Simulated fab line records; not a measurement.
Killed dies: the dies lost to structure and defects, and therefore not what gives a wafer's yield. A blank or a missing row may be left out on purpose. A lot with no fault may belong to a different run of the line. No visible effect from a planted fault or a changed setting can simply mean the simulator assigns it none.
The tool behind it: which one? | flow rit-cmos | 15 lots with 45 wafers sampled at 5 steps, on a route of 202 steps

WHAT THE GAUGES SHOWED, per wafer
RIT_GATE_THK_MEAS_09.
lot  | measured    | on            | GATE_POLY_THK (nm)
L527 | day 2 16:05 | film-metro-04 | 251.4 251.1 253.8
L528 | day 2 18:14 | film-metro-03 | 246.5 245.9 247.7
L529 | day 2 22:29 | film-metro-04 | 251.2 250.7 251.4
L530 | day 3 04:31 | film-metro-03 | 251.2 251.1 249.7
L531 | day 3 08:31 | film-metro-02 | 250.4 251.7 248.1
L533 | day 3 19:02 | film-metro-02 | 250.2 252.1 251.5
L534 | day 4 03:03 | film-metro-02 | 249.1 249.0 250.6
L536 | day 4 09:14 | film-metro-02 | 250.3 248.0 247.7
L539 | day 5 03:19 | film-metro-04 | 250.0 252.1 251.2
L540 | day 5 06:20 | film-metro-03 | 251.0 251.2 252.5
L541 | day 5 10:44 | film-metro-02 | 250.7 249.6 251.0
L545 | day 6 11:18 | film-metro-03 | 253.5 251.5 252.5
L547 | day 7 06:42 | film-metro-03 | 251.6 252.9 252.9
L548 | day 7 20:13 | film-metro-03 | 252.2 252.7 252.2
L550 | day 8 09:33 | film-metro-04 | 251.3 252.1 250.8

RIT_PSD_TW_MEAS_10.
lot  | measured    | on            | PSD_TW
L527 | day 3 05:25 | film-metro-01 | 3444 3422 3430
L528 | day 3 07:31 | film-metro-02 | 3438 3446 3451
L529 | day 3 12:47 | film-metro-01 | 3438 3434 3440
L530 | day 3 18:16 | film-metro-01 | 3451 3422 3441
L531 | day 3 22:00 | film-metro-04 | 3458 3476 3471
L533 | day 4 09:51 | film-metro-04 | 3472 3468 3465
L534 | day 4 16:34 | film-metro-04 | 3435 3448 3444
L536 | day 4 22:24 | film-metro-01 | 3409 3428 3444
L539 | day 5 17:27 | film-metro-04 | 3635 3624 3614
L540 | day 5 19:37 | film-metro-01 | 3564 3551 3558
L541 | day 6 00:06 | film-metro-02 | 3583 3589 3606
L545 | day 7 02:52 | film-metro-04 | 3424 3428 3435
L547 | day 8 02:54 | film-metro-01 | 3422 3441 3427
L548 | day 8 13:27 | film-metro-04 | 3439 3451 3465
L550 | day 9 00:12 | film-metro-02 | 3442 3454 3443

RIT_SDANNEAL_RS_MEAS_04: measures by four-point-probe.
lot  | measured    | on            | PSD_RS (ohm/sq)
L527 | day 3 06:09 | film-metro-04 | 116.2 116.0 115.8
L528 | day 3 08:22 | film-metro-04 | 115.5 115.5 116.0
L529 | day 3 13:21 | film-metro-01 | 115.8 115.7 115.9
L530 | day 3 18:47 | film-metro-04 | 115.5 115.6 115.6
L531 | day 3 22:31 | film-metro-04 | 115.5 115.7 115.7
L533 | day 4 10:21 | film-metro-02 | 116.0 116.1 116.1
L534 | day 4 17:10 | film-metro-02 | 116.2 116.3 116.3
L536 | day 4 22:55 | film-metro-04 | 116.1 115.9 115.9
L539 | day 5 17:57 | film-metro-01 | 108.5 108.7 108.7
L540 | day 5 20:07 | film-metro-02 | 109.0 108.9 108.5
L541 | day 6 00:36 | film-metro-01 | 108.2 108.2 108.3
L545 | day 7 03:23 | film-metro-01 | 115.5 115.3 115.3
L547 | day 8 03:23 | film-metro-01 | 116.0 116.3 116.2
L548 | day 8 13:56 | film-metro-04 | 115.7 115.8 115.7
L550 | day 9 00:43 | film-metro-01 | 115.3 115.7 115.8

TOOL THAT RAN EACH LOT (tool first, then ch and the chambers of the sampled wafers, then the start)
lot  | RIT_PLDD_STRIP_09                   | RIT_PSD_IMPLANT_08
L527 | plasma-asher-04 ch 0,1, day 2 23:29 | implanter-02 ch 0, day 3 05:08
L528 | plasma-asher-04 ch 0,1, day 3 01:44 | implanter-04 ch 0, day 3 07:12
L529 | plasma-asher-04 ch 0,1, day 3 07:04 | implanter-04 ch 0, day 3 12:29
L530 | plasma-asher-02 ch 0,1, day 3 12:11 | implanter-04 ch 0, day 3 17:58
L531 | plasma-asher-04 ch 0,1, day 3 15:57 | implanter-01 ch 0, day 3 21:40
L533 | plasma-asher-03 ch 0,1, day 4 04:13 | implanter-01 ch 0, day 4 09:33
L534 | plasma-asher-02 ch 0,1, day 4 10:53 | implanter-02 ch 0, day 4 16:15
L536 | plasma-asher-03 ch 0,1, day 4 16:49 | implanter-04 ch 0, day 4 22:07
L539 | plasma-asher-02 ch 0,1, day 5 10:50 | implanter-04 ch 0, day 5 17:09
L540 | plasma-asher-03 ch 0,1, day 5 13:47 | implanter-04 ch 0, day 5 19:20
L541 | plasma-asher-03 ch 0,1, day 5 18:31 | implanter-04 ch 0, day 5 23:48
L545 | plasma-asher-02 ch 0,1, day 6 21:08 | implanter-02 ch 0, day 7 02:35
L547 | plasma-asher-03 ch 0,1, day 7 21:22 | implanter-02 ch 0, day 8 02:35
L548 | plasma-asher-04 ch 0,1, day 8 06:56 | implanter-01 ch 0, day 8 13:07
L550 | plasma-asher-03 ch 0,1, day 8 17:49 | implanter-02 ch 0, day 8 23:53
- RIT_PLDD_STRIP_09: strips in O2, time 180 s.
- RIT_PSD_IMPLANT_08

WHAT THE TOOLS THEMSELVES READ (means of the sampled wafers that have a number; where no wafer has one, the mark that the record gives instead)
RIT_PLDD_STRIP_09.
lot  | tool            | drypump-motor-current-A (A)
L527 | plasma-asher-04 | 5.2
L528 | plasma-asher-04 | 5.3
L529 | plasma-asher-04 | 5.3
L530 | plasma-asher-02 | 6.1
L531 | plasma-asher-04 | 5.2
L533 | plasma-asher-03 | 6.2
L534 | plasma-asher-02 | 6.1
L536 | plasma-asher-03 | 6.1
L539 | plasma-asher-02 | 6.1
L540 | plasma-asher-03 | 6.2
L541 | plasma-asher-03 | 6.2
L545 | plasma-asher-02 | 6.1
L547 | plasma-asher-03 | 6.2
L548 | plasma-asher-04 | 5.3
L550 | plasma-asher-03 | 6.1

RIT_PSD_IMPLANT_08.
lot  | tool         | beam-on-s (s) | dose-ions-cm2
L527 | implanter-02 | 12.7          | 5e+15
L528 | implanter-04 | 11.6          | 5e+15
L529 | implanter-04 | 11.5          | 5e+15
L530 | implanter-04 | 11.6          | 5e+15
L531 | implanter-01 | 13.5          | 5e+15
L533 | implanter-01 | 13.2          | 5e+15
L534 | implanter-02 | 12.8          | 5e+15
L536 | implanter-04 | 11.5          | 5e+15
L539 | implanter-04 | 22.0          | 9e+15
L540 | implanter-04 | 21.4          | 9e+15
L541 | implanter-04 | 21.3          | 9e+15
L545 | implanter-02 | 12.4          | 5e+15
L547 | implanter-02 | 12.9          | 5e+15
L548 | implanter-01 | 13.2          | 5e+15
L550 | implanter-02 | 12.7          | 5e+15

THE ANSWER, worked out from the rows above alone
Rule: the lots themselves supply what counts as usual. Put in order of their means at a reading, lots are off if they are a third of the lots or fewer, leave a main group of 4 or more, and stand apart from it by a gap of 3 or more times the standard deviation of the main group's means; of several such gaps the widest counts. A main group whose means are all the same, to the digits that the tables above print for the reading, isn't used. Also off: a lot with no number at a reading for which 4 or more lots have one. Any other lot the step has rows for is counted as sound. Order of review: gauges by route order, followed by the tools' own readings, for which a lot's mean as printed above is used. The first step at which some lot is off is used, and at that step the reading that is off furthest; a lot without a number counts as furthest.
Off: L539, L540, L541, at RIT_PSD_TW_MEAS_10 (PSD_TW). For the main group the mean is 3443 and the standard deviation 13.
A tool fits if, at a process step before that reading, it ran every lot that is off, and no sound lot after the first of them. Not tried: the gauges at RIT_PSD_TW_MEAS_10; whatever is off there is also off at RIT_PSD_IMPLANT_08, on other tools, and gauge error can't account for it. One candidate fits, namely implanter-04 at RIT_PSD_IMPLANT_08. A fault onset in the window from L536 (day 4 22:07, its last sound lot) to L539 (day 5 17:09, its first lot off) fits.
The tool's own readings at RIT_PSD_IMPLANT_08 bear it out: on the lots that are off they differ by more than 5 times the standard deviation of the sound lots' means. beam-on-s reads 21.6 s there against 12.5 s on the sound lots; dose-ions-cm2 reads 9e+15 there against 5e+15 on the sound lots.

WHAT HAD BEEN PUT IN BY THE SIMULATOR
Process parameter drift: implanter-04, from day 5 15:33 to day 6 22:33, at RIT_PSD_IMPLANT_08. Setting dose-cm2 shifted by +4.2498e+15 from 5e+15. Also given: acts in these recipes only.
Struck lots among those shown: L539, L540, L541. Same finding as the rule above.
